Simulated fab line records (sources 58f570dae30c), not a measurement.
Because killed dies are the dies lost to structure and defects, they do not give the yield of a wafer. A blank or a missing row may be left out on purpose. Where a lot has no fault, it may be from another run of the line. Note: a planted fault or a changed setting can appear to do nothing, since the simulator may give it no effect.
Struck lot and sound lot, side by side	flow berkeley-cmos170	14 out of 331 route steps
Sound: these wafers, L403.2, L403.4, L403.6. Wafers L410.2, L410.3, L410.5 were the ones struck. At the end, the cause is stated.
Per side, at each step with rows, come the tool, then ch with its chambers, and then its first start. Under that, the readings that differ: sound wafers	struck wafers	difference of the means	sigmas: that difference in standard deviations of wafers without a fault.
alike: words and numbers the same on both sides, and readings whose means are apart by under 2 such deviations; not compared: readings that were withheld, readings missing a value for some wafer, numbers with overlapping values and no deviation given by the record, and bounds like >300 which may hide the same value.
A row with sigmas, a row that says differs or no value, or rows on one side alone: a step with any of these is where the two part. Numbers that don't overlap but have no deviation are shown without sigmas and don't part them. Lack of a reading on every wafer of one side parts them only where that side has two or more wafers.

UCB170_M2_RS_MEAS_02: a four-point-probe measurement.
  struck on film-metro-01, day 10 08:50; sound on film-metro-01, day 8 16:20
  alike: M2_AL_RS
UCB170_M2_THK_MEAS_03: measures by xrf.
  struck on film-metro-01, day 10 08:57; sound on film-metro-01, day 8 16:26
  alike: M2_AL_THK
then, 3 steps without rows for these wafers: UCB170_M2_HMDS_04 (prime time 60 s); UCB170_M2_COAT_05 (resist thk 900 nm); UCB170_M2_SOFTBAKE_06 (time 60 s).
UCB170_M2_STRIP_07: strips in O2.
  sound on plasma-asher-03 ch 0,1, day 8 16:57; struck on plasma-asher-03 ch 1, day 10 09:27
  alike: chamber-pressure-mTorr, drypump-motor-current-A, oes-product-au, strip-time-to-endpoint-s
  not compared: rf-hours-counter-h
then, 6 steps without rows for these wafers: UCB170_M2_STRIP_08 (strips KrF in DMSO, time 600 s); UCB170_M2_COAT_09; UCB170_M2_COAT_10 (resist thk 900 nm); UCB170_M2_SOFTBAKE_11 (time 60 s); UCB170_M2_EXPOSE_12 (exposes mask METAL2, target cd 700 nm); UCB170_M2_PEB_13.
UCB170_M2_DEVELOP_14: develop time 45 s.
  struck on litho-track-03, day 10 11:00; sound on litho-track-02 ch 0, day 8 18:00
  no value came back on the struck wafers for chill-plate-temp-C (C), develop-time-s (s), exhaust-pa (Pa); on the sound wafers chill-plate-temp-C (C) reads 22.82 23.01 22.97
reading	sound	struck	difference	sigmas
model.KrF_of_M2_COAT_10.thk-nm (nm)	885.8 889 889.9	903.3 901.9 900.1	+13.5	
UCB170_M2_CD_MEAS_15: the cd target is 700 nm.
  struck on cd-sem-02, day 10 11:31; sound on cd-sem-02, day 8 18:16
reading	sound	struck	difference	sigmas
cd-nm (nm)	704.4 702.6 703.0	- - -	no value on the struck wafers	

WHERE THEY PART
Last at UCB170_M2_CD_MEAS_15 as far as this record goes, first at UCB170_M2_DEVELOP_14.

WHY: the cause the simulator had injected
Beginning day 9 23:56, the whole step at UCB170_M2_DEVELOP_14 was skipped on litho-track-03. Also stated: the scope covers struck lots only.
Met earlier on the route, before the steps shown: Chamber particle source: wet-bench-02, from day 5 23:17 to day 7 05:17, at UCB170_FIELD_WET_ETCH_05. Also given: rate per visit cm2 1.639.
